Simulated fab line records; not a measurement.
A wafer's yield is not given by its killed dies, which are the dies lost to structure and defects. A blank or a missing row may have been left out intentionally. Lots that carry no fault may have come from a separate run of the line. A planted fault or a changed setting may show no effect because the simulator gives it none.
Struck lot and sound lot, side by side	flow ritCmos	28 steps out of a route of 202
Sound: the wafers L761.1, L761.2, L761.6. Wafers struck: L765.3, L765.4, L765.5. The cause is given at the end.
At each step with rows: each side's tool, then ch and its chambers, then its first start. Under that, the readings that differ: sound wafers	struck wafers	difference of the means	sigmas: that difference in standard deviations of wafers without a fault.
alike: words and numbers the same on both sides, and readings whose means are apart by under 2 such deviations; not compared: readings that were withheld, readings missing a value for some wafer, numbers with overlapping values and no deviation given by the record, and bounds like >300 which may hide the same value.
Wherever a step has rows on one side only, a row that says differs or no value, or a row with sigmas, the two part there. Non-overlapping numbers with no deviation appear without sigmas and do not part them. A reading missing from all wafers of one side parts the sides only when that side holds two or more wafers.

RIT_ACTIVE_BOW_MEAS_00:
  sound: filmMetro-03 at day 3 12:00; struck: filmMetro-04 at day 4 08:02
  alike: INCOMING_BOW
RIT_ACTIVE_OXIDATION_01: target thk 46.8 nm, ox time 3360 s.
  sound on furnace-03 ch 0, day 3 12:21; struck on furnace-03 ch 0, day 4 08:55
reading	sound	struck	difference	sigmas
spikeTcCentreC (C)	1005.7 1003.0 1005.1	979.6 976.6 976.9	-26.9	-19
spikeTcLoadC (C)	1028.4 1028.0 1030.2	1003.3 1004.9 1002.9	-25.2	-21
spikeTcSourceC (C)	1022.6 1022.9 1023.3	999.1 1000.0 997.5	-24.1	-20
tubeCenterTempC (C)	1000 1000 999.98	975.06 974.99 975.16	-24.92	-99 or more
tube_center_temp_C_max	1002.3 1002.3 1002.6	979.3 977.2 977.8	-24.3	-62
model.SiO2_of_ACTIVE_OXIDATION_01.thkNm (nm)	46.92 46.62 47.49	37.86 37.12 38.69	-9.12	
RIT_ACTIVE_THK_MEAS_02:
  sound: filmMetro-03 at day 3 14:17; struck: filmMetro-04 at day 4 10:52
reading	sound	struck	difference	sigmas
ACTIVE_OXIDE_THK (nm)	46.9 46.6 47.5	37.9 37.1 38.7	-9.1	-11
then, 1 step without rows for these wafers: RIT_ACTIVE_CVD_03 (deposits Si3N4 from SiH2Cl2/NH3, target thk 150 nm, time 1500 s).
RIT_ACTIVE_THK_MEAS_04:
  sound: filmMetro-03 at day 3 15:46; struck: filmMetro-03 at day 4 12:20
  alike: ACTIVE_NITRIDE_THK
then, 6 steps without rows for these wafers: RIT_ACTIVE_HMDS_05 (prime time 60 s); RIT_ACTIVE_COAT_06 (resist thk 1000 nm); RIT_ACTIVE_SOFTBAKE_07 (time 60 s); RIT_ACTIVE_EXPOSE_08 (exposes mask M1, target cd 1400 nm); RIT_ACTIVE_PEB_09; RIT_ACTIVE_DEVELOP_10 (develop time 50 s).
RIT_ACTIVE_CD_MEAS_11 targets a cd of 1400 nm.
  sound: cdSem-01 at day 3 16:47; struck: cdSem-02 at day 4 13:38
  alike: cdNm
then, 1 step without rows for these wafers: RIT_ACTIVE_HARDBAKE_12 (time 60 s).
RIT_ACTIVE_ETCH_13: etches Si3N4 in SF6, stops on SiO2, time 210 s, target depth 210 nm.
  sound on rieDiel-02 ch 0,1,2, day 3 17:04; struck on rieDiel-04 ch 0,2, day 4 13:52
  alike: drypumpMotorCurrentA, oesProductAu, throttleValvePct
  not compared: rfHoursCounterH
RIT_ACTIVE_STRIP_14: strips in O2, time 180 s.
  sound on plasmaAsher-03 ch 0,1, day 3 17:12; struck on plasmaAsher-04 ch 0,1, day 4 14:04
  alike: drypumpMotorCurrentA
  not compared: rfHoursCounterH
RIT_ACTIVE_CD_MEAS_90 targets a cd of 1400 nm.
  sound: cdSem-02 at day 3 17:22; struck: cdSem-01 at day 4 14:13
  alike: cdNm
then, 4 steps without rows for these wafers: RIT_ACTIVE_CLEAN_15 (cleans in SC1, time 575.9 s); RIT_ACTIVE_CLEAN_16 (cleans in dHF, time 30 s); RIT_ACTIVE_CLEAN_17 (cleans in SC2, time 600 s); RIT_FOX1_OXIDATION_00 (target thk 350.7 nm, ox time 1130 s).
RIT_FOX1_THK_MEAS_01:
  sound: filmMetro-01 at day 3 20:51; struck: filmMetro-02 at day 4 16:56
  alike: FOX1_OXIDE_THK
then, 2 steps without rows for these wafers: RIT_FOX1_WET_ETCH_02 (etches SiO2 in BOE, target depth 350 nm, time 390 s); RIT_FOX2_OXIDATION_00 (target thk 350.7 nm, ox time 1130 s).
RIT_FOX2_THK_MEAS_01:
  sound: filmMetro-01 at day 3 23:05; struck: filmMetro-01 at day 4 21:30
  alike: FOX2_OXIDE_THK
then, 1 step without rows for these wafers: RIT_FOX2_CLEAN_02 (cleans in dHF, time 180 s).
RIT_FOX2_WET_ETCH_03: etches Si3N4 in H3PO4, target depth 195 nm, time 2700 s.
  sound on wetBench-01 ch 1, day 3 23:12; struck on wetBench-04 ch 3, day 4 21:36
reading	sound	struck	difference	sigmas
model.SiO2_of_ACTIVE_OXIDATION_01.thkNm (nm)	40.74 41.54 41.25	33.75 33.1 34.5	-7.39	
RIT_FOX2_THK_MEAS_90:
  sound: filmMetro-03 at day 3 23:58; struck: filmMetro-03 at day 4 23:08
  alike: FIELD_OXIDE_LEFT_1_THK
RIT_M1_PROBE_99:
  sound: prober-02 at day 5 23:59; struck: prober-02 at day 6 21:52
  alike: killedAtContacts, killedAtFrontEnd, killedDies, killedOpen, killedShort

== WHERE THEY PART ==
First at RIT_ACTIVE_OXIDATION_01; last, within this record, at RIT_ACTIVE_THK_MEAS_02. Later steps at which nothing parts them and some readings are alike: RIT_ACTIVE_THK_MEAS_04, RIT_ACTIVE_CD_MEAS_11, RIT_ACTIVE_ETCH_13, RIT_ACTIVE_STRIP_14, RIT_ACTIVE_CD_MEAS_90, RIT_FOX1_THK_MEAS_01, RIT_FOX2_THK_MEAS_01, RIT_FOX2_THK_MEAS_90, RIT_M1_PROBE_99.

WHY: what had been put in by the simulator
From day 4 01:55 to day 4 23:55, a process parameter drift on furnace-03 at RIT_ACTIVE_OXIDATION_01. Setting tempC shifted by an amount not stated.
